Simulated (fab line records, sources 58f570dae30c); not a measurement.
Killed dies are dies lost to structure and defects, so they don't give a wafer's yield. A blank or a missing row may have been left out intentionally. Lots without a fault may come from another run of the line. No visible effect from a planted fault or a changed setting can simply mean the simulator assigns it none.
fab line records	flow berkeleyCmos170	part 1 of 2: steps 1 to 27 of 38
record lots=5	wafers=15	lastDay=11
route steps=331 shown PVT@115 GATE@125 FIELD@126 PLDD@145
lots that met no fault: from a run of the same line without faults
startH: hours from the record's first day to the start of the lot's first wafer shown	waitH: time in hours since the lot's previous step	" repeats the value in the row above	L1.1+2: several wafers, shown together as one row	- no value present, or no start provided	* or withheld: withheld	< > ~ a bound
route shown NAME@n: names a module that has steps shown in the file, with the first one's number in the route	usual: mean and standard deviation over wafers with no fault	same: alike in all rows	chamber/n: place in a boat	sites: each site's reading	_std_site: how widely they spread, as a standard deviation	_edge_site: outer sites' mean less inner sites'	radiusMm: how far each site lies from the wafer's centre	mask NAME#n: copy n	behind: the tool/chamber that last shaped the wafer	hold: why the lot went on hold/how many hours it stayed there/how the hold came to an end	device: the n, p or np transistor that did not switch	end of line: at the end of the route, the tests of the same wafers	where a step has no rows: the recipe by itself	killed: not the wafer's yield, but the dies lost to structure and defects at the first sort	map: per-die view of a wafer (x killed, . not killed, _ where there is no die)
set.NAME: setting as actually run; set.NAME@STEP: the setting as run at that earlier step	model.NAME: the simulator's own value behind a step, which no gauge read
lots at some steps of the route; a table a step, a row a wafer
services: from which hour (startH, from the record's first day; less than 0 if before it) a tool's chamber was out of use, for how many hours, and why
## steps
# step UCB170_PVT_HMDS_00
# recipe primeTimeS=60	primeTempC=100
lot.wafer	tool	chamber	startH	waitH
L074.1+4+5	lithoTrack-04	0	99.32	0.4
L076.2+3+5	lithoTrack-02	0	115.29	0.1
L086.1+3+6	lithoTrack-04	0	168.20	0.5
L087.1+2+6	lithoTrack-02	0	177.67	0.0
L094.4+5+6	lithoTrack-02	0	210.77	0.3
# step UCB170_PVT_COAT_01
# recipe resist=KrF	spinRpm=1500	resistThkNm=900
# usual dispensePressureKPa=48.0/2.2
lot.wafer	tool	chamber	startH	waitH	dispensePressureKPa
L074.1	lithoTrack-04	0	99.47	0.1	50.5
L074.4	"	0	"	"	50.5
L074.5	"	0	"	"	50.5
L076.2	lithoTrack-02	0	115.44	0.1	45.3
L076.3	"	0	"	"	45.2
L076.5	"	0	"	"	45.2
L086.1	lithoTrack-04	0	168.35	0.1	50.5
L086.3	"	0	"	"	50.5
L086.6	"	0	"	"	50.5
L087.1	lithoTrack-02	0	177.82	0.1	45.2
L087.2	"	0	"	"	45.3
L087.6	"	0	"	"	45.3
L094.4	lithoTrack-02	0	210.92	0.1	45.3
L094.5	"	0	"	"	45.2
L094.6	"	0	"	"	45.3
# step UCB170_PVT_SOFTBAKE_02
# recipe resist=KrF	tempC=130	timeS=60
lot.wafer	tool	chamber	startH	waitH
L074.1+4+5	lithoTrack-04	0	99.62	0.1
L076.2+3+5	lithoTrack-02	0	115.59	0.1
L086.1+3+6	lithoTrack-04	0	168.50	0.1
L087.1+2+6	lithoTrack-02	0	177.97	0.1
L094.4+5+6	lithoTrack-02	0	211.07	0.1
# step UCB170_PVT_EXPOSE_03
# recipe maskId=NWELL	targetCdNm=3000	na=0.5	sigmaOuter=0.6	sourceShape=conventional	doseMj=30
# usual reticleTempC=22.98/0.1	stageVelMmS=499.98/0.21
lot.wafer	tool	chamber	startH	waitH	mask	reticleTempC	stageVelMmS
L074.1	krfScanner-02	0	99.77	0.1	NWELL#0	22.91	500.35
L074.4	"	0	"	"	NWELL#0	22.90	500.08
L074.5	"	0	"	"	NWELL#0	22.82	499.74
L076.2	krfScanner-02	0	115.73	0.1	NWELL#0	22.93	499.91
L076.3	"	0	"	"	NWELL#0	22.86	499.75
L076.5	"	0	"	"	NWELL#0	23.02	500.19
L086.1	krfScanner-02	0	168.65	0.1	NWELL#0	23.08	500.07
L086.3	"	0	"	"	NWELL#0	22.94	500.15
L086.6	"	0	"	"	NWELL#0	23.06	500.25
L087.1	krfScanner-01	0	178.51	0.5	NWELL#0	22.74	499.89
L087.2	"	0	"	"	NWELL#0	23.17	500.43
L087.6	"	0	"	"	NWELL#0	23.04	500.19
L094.4	krfScanner-01	0	211.36	0.3	NWELL#0	22.94	499.89
L094.5	"	0	"	"	NWELL#0	23.01	499.66
L094.6	"	0	"	"	NWELL#0	22.98	499.83
# step UCB170_PVT_PEB_04
# recipe pebTempC=130	pebTimeS=withheld	resist=KrF
lot.wafer	tool	chamber	startH	waitH
L074.1+4+5	lithoTrack-01	0	99.93	0.1
L076.2+3+5	lithoTrack-02	0	116.46	0.7
L086.1+3+6	lithoTrack-04	0	168.76	0.1
L087.1+2+6	lithoTrack-02	0	179.03	0.5
L094.4+5+6	lithoTrack-04	0	211.99	0.6
# step UCB170_PVT_DEVELOP_05
# recipe developer=TMAH	developTimeS=45	resist=KrF	devTempC=21
# same developTimeS=45
lot.wafer	tool	chamber	startH	waitH
L074.1+4+5	lithoTrack-01	0	-	-
L076.2+3+5	lithoTrack-02	0	-	-
L086.1+3+6	lithoTrack-04	0	-	-
L087.1+2+6	lithoTrack-02	0	-	-
L094.4+5+6	lithoTrack-04	0	-	-
# step UCB170_PVT_OVL_MEAS_06
# usual PVT_OVL=0/5.3
lot.wafer	tool	chamber	startH	waitH	PVT_OVL[nm]
L074.1	overlay-01	-	100.20	-	-10
L074.4	"	-	"	"	-9
L074.5	"	-	"	"	-6
L076.2	overlay-01	-	116.72	-	8
L076.3	"	-	"	"	9
L076.5	"	-	"	"	6
L086.1	overlay-01	-	169.04	-	2
L086.3	"	-	"	"	1
L086.6	"	-	"	"	-2
L087.1	overlay-01	-	179.31	-	15
L087.2	"	-	"	"	15
L087.6	"	-	"	"	13
L094.4	overlay-02	-	212.21	-	-2
L094.5	"	-	"	"	3
L094.6	"	-	"	"	1
# step UCB170_PVT_IMPLANT_07
# recipe species=P	doseCm2=2e+12	energyKev=30	tiltDeg=7
# usual endStationPressureTorr=5e-06/2.5e-07
# same implantIonAmu=31
lot.wafer	tool	chamber	startH	waitH	endStationPressureTorr
L074.1	implanter-03	0	100.24	0.0	5.1e-06
L074.4	"	0	"	"	4.38e-06
L074.5	"	0	"	"	5.1e-06
L076.2	implanter-02	0	116.77	0.0	5.02e-06
L076.3	"	0	"	"	5.03e-06
L076.5	"	0	"	"	5.32e-06
L086.1	implanter-03	0	169.08	0.0	4.77e-06
L086.3	"	0	"	"	5.34e-06
L086.6	"	0	"	"	4.85e-06
L087.1	implanter-02	0	179.34	0.0	5.14e-06
L087.2	"	0	"	"	5.3e-06
L087.6	"	0	"	"	4.74e-06
L094.4	implanter-02	0	212.31	0.1	5.49e-06
L094.5	"	0	"	"	5.2e-06
L094.6	"	0	"	"	4.95e-06
# step UCB170_PVT_STRIP_08
# recipe chemistry=O2	powerW=400	pressureMtorr=3500	platenTempC=withheld	o2FlowSccm=400	overashFraction=0.5
# usual chamberPressureMTorr=3500/3.1	drypumpMotorCurrentA=5.5/0.46	o2FlowSccm=399.8/1.3	oesProductAu=0.734/0.0048	stripTimeToEndpointS=21.64/0.075
lot.wafer	tool	chamber	startH	waitH	chamberPressureMTorr	drypumpMotorCurrentA	o2FlowSccm	oesProductAu	rfHoursCounterH	stripTimeToEndpointS
L074.1	plasmaAsher-01	0	100.39	0.1	3503	5.3	401.1	0.740	38	21.52
L074.4	"	1	"	"	3505	5.2	399.6	0.726	-	21.49
L074.5	"	0	"	"	3501	5.3	398.5	0.739	-	21.48
L076.2	plasmaAsher-03	0	116.90	0.1	3501	6.3	399.8	0.739	35	21.64
L076.3	"	0	"	"	3500	6.3	400.9	0.740	-	21.60
L076.5	"	1	"	"	3498	5.1	398.2	0.741	-	21.59
L086.1	plasmaAsher-03	1	169.23	0.1	3500	5.0	397.7	0.738	41	21.58
L086.3	"	0	"	"	3505	6.3	398.4	0.725	-	21.62
L086.6	"	1	"	"	3500	5.0	398.7	0.732	-	21.61
L087.1	plasmaAsher-03	1	179.49	0.1	3502	5.1	398.9	0.742	42	21.64
L087.2	"	0	"	"	3497	6.3	400.4	0.730	42	21.61
L087.6	"	1	"	"	3504	5.1	398.5	0.741	-	21.51
L094.4	plasmaAsher-01	1	212.41	0.1	3495	5.1	398.2	0.739	-	21.70
L094.5	"	0	"	"	3497	5.3	401.3	0.729	-	21.66
L094.6	"	1	"	"	3501	5.2	399.4	0.731	-	21.64
# step UCB170_PVT_TW_MEAS_09
# usual PVT_TW=504/5.7
lot.wafer	tool	chamber	startH	waitH	PVT_TW
L074.1	filmMetro-03	-	100.49	0.1	514
L074.4	"	-	"	"	513
L074.5	"	-	"	"	508
L076.2	filmMetro-04	-	117.01	0.1	495
L076.3	"	-	"	"	496
L076.5	"	-	"	"	494
L086.1	filmMetro-01	-	169.33	0.1	506
L086.3	"	-	"	"	506
L086.6	"	-	"	"	506
L087.1	filmMetro-01	-	179.59	0.1	505
L087.2	"	-	"	"	504
L087.6	"	-	"	"	505
L094.4	filmMetro-03	-	212.51	0.1	509
L094.5	"	-	"	"	510
L094.6	"	-	"	"	509
# step UCB170_GATE_WET_ETCH_00
# recipe chemistry=dHF	dilution=25:1	target=SiO2	tempC=25	timeS=200
lot.wafer	tool	chamber	startH	waitH
L074.1+4+5	wetBench-01	1	100.57	0.1
L076.2+3+5	wetBench-04	2	117.06	0.0
L086.1+3+6	wetBench-04	1	169.39	0.1
L087.1+2+6	wetBench-04	2	179.65	0.1
L094.4+5+6	wetBench-04	0	212.54	0.0
# step UCB170_FIELD_THK_MEAS_91
# recipe reads=SiO2_of_FIELD_OXIDATION_01
# usual FIELD_OXIDE_LEFT_2_THK=349/12
lot.wafer	tool	chamber	startH	waitH	FIELD_OXIDE_LEFT_2_THK[nm]
L074.1	filmMetro-03	-	100.63	0.0	349
L074.4	"	-	"	"	350
L074.5	"	-	"	"	359
L076.2	filmMetro-01	-	117.20	0.0	359
L076.3	"	-	"	"	356
L076.5	"	-	"	"	359
L086.1	filmMetro-01	-	169.45	0.0	335
L086.3	"	-	"	"	350
L086.6	"	-	"	"	345
L087.1	filmMetro-04	-	179.72	0.0	337
L087.2	"	-	"	"	342
L087.6	"	-	"	"	345
L094.4	filmMetro-04	-	212.63	0.0	346
L094.5	"	-	"	"	354
L094.6	"	-	"	"	349
# step UCB170_GATE_OXIDATION_01
# recipe tempC=850	ambient=O2	targetThkA=66	oxTimeS=1800
# usual oxTempCMax=854.3/0.77	spikeTcCentreC=851.9/1.1
lot.wafer	tool	chamber	startH	waitH	oxTempCMax	spikeTcCentreC
L074.1	furnace-03	0	105.30	4.7	855.4	851.7
L074.4	"	0	"	"	854.0	853.4
L074.5	"	0	"	"	854.1	853.8
L076.2	furnace-01	0	119.53	2.3	853.8	850.9
L076.3	"	0	"	"	855.3	852.0
L076.5	"	0	"	"	855.0	851.2
L086.1	furnace-04	0	170.45	1.0	851.9	852.0
L086.3	"	0	"	"	854.2	853.0
L086.6	"	0	"	"	855.1	852.5
L087.1	furnace-01	0	181.24	1.5	854.1	851.6
L087.2	"	0	"	"	854.6	852.3
L087.6	"	0	"	"	854.4	851.5
L094.4	furnace-03	0	213.74	1.1	854.6	852.0
L094.5	"	0	"	"	853.2	854.0
L094.6	"	0	"	"	854.8	848.5
# step UCB170_GATE_THK_MEAS_02
# recipe reads=SiO2_of_GATE_OXIDATION_01
# usual GATE_OXIDE_THK=6.63/0.12
lot.wafer	tool	chamber	startH	waitH	GATE_OXIDE_THK[nm]
L074.1	filmMetro-01	-	106.80	0.0	6.81
L074.4	"	-	"	"	6.74
L074.5	"	-	"	"	6.61
L076.2	filmMetro-02	-	121.04	0.0	6.59
L076.3	"	-	"	"	6.57
L076.5	"	-	"	"	6.67
L086.1	filmMetro-01	-	171.95	0.0	6.66
L086.3	"	-	"	"	6.69
L086.6	"	-	"	"	6.71
L087.1	filmMetro-02	-	182.74	0.0	6.46
L087.2	"	-	"	"	6.62
L087.6	"	-	"	"	6.53
L094.4	filmMetro-02	-	215.27	0.0	6.55
L094.5	"	-	"	"	6.61
L094.6	"	-	"	"	6.63
# step UCB170_GATE_ANNEAL_03
# recipe tempC=900	timeS=1800	ambient=N2
# usual spikeTcCentreC=902.0/1.1
lot.wafer	tool	chamber	startH	waitH	spikeTcCentreC
L074.1	furnace-01	0	110.98	4.2	900.6
L074.4	"	0	"	"	901.9
L074.5	"	0	"	"	901.2
L076.2	furnace-01	0	124.03	3.0	900.1
L076.3	"	0	"	"	902.2
L076.5	"	0	"	"	902.6
L086.1	furnace-03	0	172.21	0.3	902.5
L086.3	"	0	"	"	902.9
L086.6	"	0	"	"	903.5
L087.1	furnace-01	0	186.84	4.1	902.7
L087.2	"	0	"	"	903.2
L087.6	"	0	"	"	901.8
L094.4	furnace-04	0	217.68	2.4	902.6
L094.5	"	0	"	"	903.2
L094.6	"	0	"	"	903.0
# step UCB170_GATE_CVD_04
# recipe material=poly-Si	tempC=610	precursor=SiH4	timeS=1440	pressureMtorr=375	targetThkNm=214	sih4FlowSccm=120
# usual spikeTcCentreC=612.3/1.6
lot.wafer	tool	chamber	startH	waitH	spikeTcCentreC
L074.1	lpcvd-02	1	113.86	1.4	610.1
L074.4	"	1	"	"	612.7
L074.5	"	1	"	"	611.9
L076.2	lpcvd-01	1	128.01	2.5	609.8
L076.3	"	1	"	"	609.4
L076.5	"	1	"	"	611.4
L086.1	lpcvd-01	0	174.89	1.2	612.0
L086.3	"	0	"	"	613.0
L086.6	"	0	"	"	610.3
L087.1	lpcvd-02	0	188.34	0.0	613.2
L087.2	"	0	"	"	614.6
L087.6	"	0	"	"	613.1
L094.4	lpcvd-02	0	219.18	0.0	613.1
L094.5	"	0	"	"	614.6
L094.6	"	0	"	"	614.0
# step UCB170_GATE_THK_MEAS_05
# recipe reads=poly-Si_of_GATE_CVD_04
# usual GATE_POLY_THK=214.3/1.9
lot.wafer	tool	chamber	startH	waitH	GATE_POLY_THK[nm]
L074.1	filmMetro-01	-	115.26	0.0	213.7
L074.4	"	-	"	"	214.2
L074.5	"	-	"	"	214.9
L076.2	filmMetro-04	-	129.42	0.0	215.5
L076.3	"	-	"	"	214.2
L076.5	"	-	"	"	215.4
L086.1	filmMetro-01	-	176.29	0.0	214.5
L086.3	"	-	"	"	215.0
L086.6	"	-	"	"	215.8
L087.1	filmMetro-02	-	189.74	0.0	214.1
L087.2	"	-	"	"	213.5
L087.6	"	-	"	"	215.0
L094.4	filmMetro-04	-	220.73	0.1	214.8
L094.5	"	-	"	"	213.2
L094.6	"	-	"	"	212.7
# step UCB170_GATE_COAT_06
# recipe resist=BARC	tempC=withheld	timeS=withheld	spinRpm=3000	resistThkNm=withheld
# usual dispensePressureKPa=51.0/2
lot.wafer	tool	chamber	startH	waitH	dispensePressureKPa
L074.1	lithoTrack-01	0	115.61	0.3	48.7
L074.4	"	0	"	"	48.7
L074.5	"	0	"	"	48.8
L076.2	lithoTrack-04	0	129.98	0.5	50.5
L076.3	"	0	"	"	50.4
L076.5	"	0	"	"	50.5
L086.1	lithoTrack-04	0	176.67	0.4	50.5
L086.3	"	0	"	"	50.4
L086.6	"	0	"	"	50.5
L087.1	lithoTrack-04	0	190.02	0.3	50.4
L087.2	"	0	"	"	50.5
L087.6	"	0	"	"	50.5
L094.4	lithoTrack-03	0	221.22	0.5	53.4
L094.5	"	0	"	"	53.3
L094.6	"	0	"	"	53.4
# step UCB170_GATE_COAT_07
# recipe resist=KrF	spinRpm=1500	resistThkNm=900
# usual dispensePressureKPa=51.0/2
lot.wafer	tool	chamber	startH	waitH	dispensePressureKPa
L074.1	lithoTrack-01	0	-	-	48.8
L074.4	"	0	"	"	48.7
L074.5	"	0	"	"	48.8
L076.2	lithoTrack-04	0	-	-	50.5
L076.3	"	0	"	"	50.5
L076.5	"	0	"	"	50.4
L086.1	lithoTrack-04	0	-	-	50.5
L086.3	"	0	"	"	50.5
L086.6	"	0	"	"	50.5
L087.1	lithoTrack-04	0	-	-	50.5
L087.2	"	0	"	"	50.4
L087.6	"	0	"	"	50.5
L094.4	lithoTrack-03	0	-	-	53.4
L094.5	"	0	"	"	53.4
L094.6	"	0	"	"	53.4
# step UCB170_GATE_SOFTBAKE_08
# recipe resist=KrF	tempC=130	timeS=60
lot.wafer	tool	chamber	startH	waitH
L074.1+4+5	lithoTrack-01	0	-	-
L076.2+3+5	lithoTrack-04	0	-	-
L086.1+3+6	lithoTrack-04	0	-	-
L087.1+2+6	lithoTrack-04	0	-	-
L094.4+5+6	lithoTrack-03	0	-	-
# step UCB170_GATE_EXPOSE_09
# recipe maskId=POLY	targetCdNm=350	na=0.5	sigmaOuter=0.6	sourceShape=conventional	doseMj=21
# usual reticleTempC=23.01/0.1	stageVelMmS=499.98/0.27
lot.wafer	tool	chamber	startH	waitH	mask	reticleTempC	stageVelMmS
L074.1	krfScanner-02	0	116.18	-	POLY#0	22.84	499.91
L074.4	"	0	"	"	POLY#0	23.12	500.01
L074.5	"	0	"	"	POLY#0	22.93	499.71
L076.2	krfScanner-02	0	130.42	-	POLY#0	23.13	500.07
L076.3	"	0	"	"	POLY#0	23.03	500.19
L076.5	"	0	"	"	POLY#0	22.93	499.56
L086.1	krfScanner-01	0	177.31	-	POLY#0	22.97	499.72
L086.3	"	0	"	"	POLY#0	22.94	500.19
L086.6	"	0	"	"	POLY#0	22.97	499.70
L087.1	krfScanner-02	0	190.59	-	POLY#0	23.26	499.76
L087.2	"	0	"	"	POLY#0	22.88	500.55
L087.6	"	0	"	"	POLY#0	23.03	500.58
L094.4	krfScanner-01	0	221.73	-	POLY#0	22.86	499.98
L094.5	"	0	"	"	POLY#0	23.09	500.17
L094.6	"	0	"	"	POLY#0	23.09	500.10
# step UCB170_GATE_PEB_10
# recipe pebTempC=130.4	pebTimeS=withheld	resist=KrF
lot.wafer	tool	chamber	startH	waitH
L074.1+4+5	lithoTrack-04	0	116.94	0.7
L076.2+3+5	lithoTrack-03	0	130.63	0.2
L086.1+3+6	lithoTrack-01	0	177.43	0.1
L087.1+2+6	lithoTrack-03	0	191.02	0.4
L094.4+5+6	lithoTrack-01	0	222.16	0.4
# step UCB170_GATE_DEVELOP_11
# recipe developer=TMAH	developTimeS=45	resist=KrF	devTempC=21
# same developTimeS=45
lot.wafer	tool	chamber	startH	waitH
L074.1+4+5	lithoTrack-04	0	-	-
L076.2+3+5	lithoTrack-03	0	-	-
L086.1+3+6	lithoTrack-01	0	-	-
L087.1+2+6	lithoTrack-03	0	-	-
L094.4+5+6	lithoTrack-01	0	-	-
# step UCB170_GATE_CD_MEAS_12
# recipe targetCdNm=350
# usual cdNm=350.0/1.3
lot.wafer	tool	chamber	startH	waitH	cdNm
L074.1	cdSem-01	-	117.22	-	349.8
L074.4	"	-	"	"	349.8
L074.5	"	-	"	"	350.2
L076.2	cdSem-02	-	130.90	-	351.2
L076.3	"	-	"	"	348.5
L076.5	"	-	"	"	350.7
L086.1	cdSem-01	-	177.70	-	350.5
L086.3	"	-	"	"	350.5
L086.6	"	-	"	"	348.9
L087.1	cdSem-01	-	191.29	-	348.0
L087.2	"	-	"	"	349.2
L087.6	"	-	"	"	348.9
L094.4	cdSem-01	-	222.42	-	351.0
L094.5	"	-	"	"	351.1
L094.6	"	-	"	"	351.2
# step UCB170_GATE_OVL_MEAS_13
# usual GATE_OVL=-3/5.4
lot.wafer	tool	chamber	startH	waitH	GATE_OVL[nm]
L074.1	overlay-01	-	117.34	0.1	-10
L074.4	"	-	"	"	-7
L074.5	"	-	"	"	-8
L076.2	overlay-02	-	131.01	0.1	-2
L076.3	"	-	"	"	-9
L076.5	"	-	"	"	-5
L086.1	overlay-02	-	177.82	0.1	-3
L086.3	"	-	"	"	-2
L086.6	"	-	"	"	-7
L087.1	overlay-01	-	191.41	0.1	-13
L087.2	"	-	"	"	-6
L087.6	"	-	"	"	-7
L094.4	overlay-01	-	222.50	0.1	-7
L094.5	"	-	"	"	-10
L094.6	"	-	"	"	-1
# step UCB170_GATE_ETCH_14
# recipe chemistry=N2/H2	targetDepthA=withheld	overetchA=withheld	target=BARC	timeS=withheld	sourceW=500	biasW=100	pressureMtorr=30	n2FlowSccm=100	h2FlowSccm=200
# usual chamberPressureMTorr=30.004/0.028	drypumpMotorCurrentA=5.8/0.43	oesProductAu=1.006/0.027	throttleValvePct=13.28/0.19
lot.wafer	tool	chamber	startH	waitH	chamberPressureMTorr	drypumpMotorCurrentA	oesProductAu	throttleValvePct
L074.1	rieDiel-02	2	117.37	0.0	30.013	5.3	0.992	13.45
L074.4	"	0	"	"	29.981	5.5	0.978	13.41
L074.5	"	3	"	"	30.004	6.1	0.982	13.29
L076.2	rieDiel-04	0	131.04	0.0	29.979	5.6	1.031	12.98
L076.3	"	2	"	"	29.978	6.3	0.998	13.27
L076.5	"	3	"	"	29.945	6.0	0.970	13.11
L086.1	rieDiel-03	2	177.86	0.0	29.969	6.2	0.998	13.56
L086.3	"	1	"	"	29.994	5.3	1.030	13.00
L086.6	"	2	"	"	29.973	6.2	0.992	13.58
L087.1	rieDiel-04	3	191.45	0.0	29.972	6.0	0.967	13.08
L087.2	"	2	"	"	30.021	6.3	0.997	13.28
L087.6	"	2	"	"	29.985	6.3	1.001	13.27
L094.4	rieDiel-04	0	222.54	0.0	30.051	5.6	1.047	12.98
L094.5	"	1	"	"	30.030	5.2	1.056	13.49
L094.6	"	3	"	"	30.026	6.0	0.990	13.10
# step UCB170_GATE_ETCH_15
# recipe chemistry=HBr/Cl2	target=poly-Si	stopOn=SiO2	overEtchFrac=0.3	icpW=300	biasW=150	timeS=56.3	pressureMtorr=15	HBr_flow_sccm=150	Cl2_flow_sccm=50	targetDepthA=2782
# usual chamberPressureMTorr=15.002/0.013	drypumpMotorCurrentA=5.9/0.34	oesProductAu=0.833/0.017	throttleValvePct=26.47/0.15
# same overEtchFrac=0.3
lot.wafer	tool	chamber	startH	waitH	chamberPressureMTorr	drypumpMotorCurrentA	oesProductAu	rfHoursCounterH	throttleValvePct
L074.1	rieSi-01	3	117.41	-	14.987	6.5	0.839	90	26.69
L074.4	"	0	"	"	15.013	5.1	0.804	126	26.23
L074.5	"	1	"	"	14.997	5.7	0.810	-	26.30
L076.2	rieSi-02	1	131.08	-	15.012	5.8	0.841	88	26.53
L076.3	"	3	"	"	15.005	6.2	0.833	1	26.31
L076.5	"	2	"	"	15.000	6.0	0.841	-	26.39
L086.1	rieSi-01	3	177.90	-	14.989	6.5	0.838	90	26.69
L086.3	"	1	"	"	15.000	5.7	0.816	55	26.29
L086.6	"	0	"	"	15.003	5.1	0.829	-	26.35
L087.1	rieSi-02	2	191.49	-	14.992	5.9	0.850	30	26.37
L087.2	"	1	"	"	14.982	5.8	0.842	88	26.55
L087.6	"	0	"	"	15.005	5.9	0.813	-	26.65
L094.4	rieSi-01	3	222.56	-	14.986	6.5	0.836	90	26.69
L094.5	"	0	"	"	14.994	5.2	0.827	-	26.36
L094.6	"	1	"	"	15.009	5.7	0.798	-	26.30
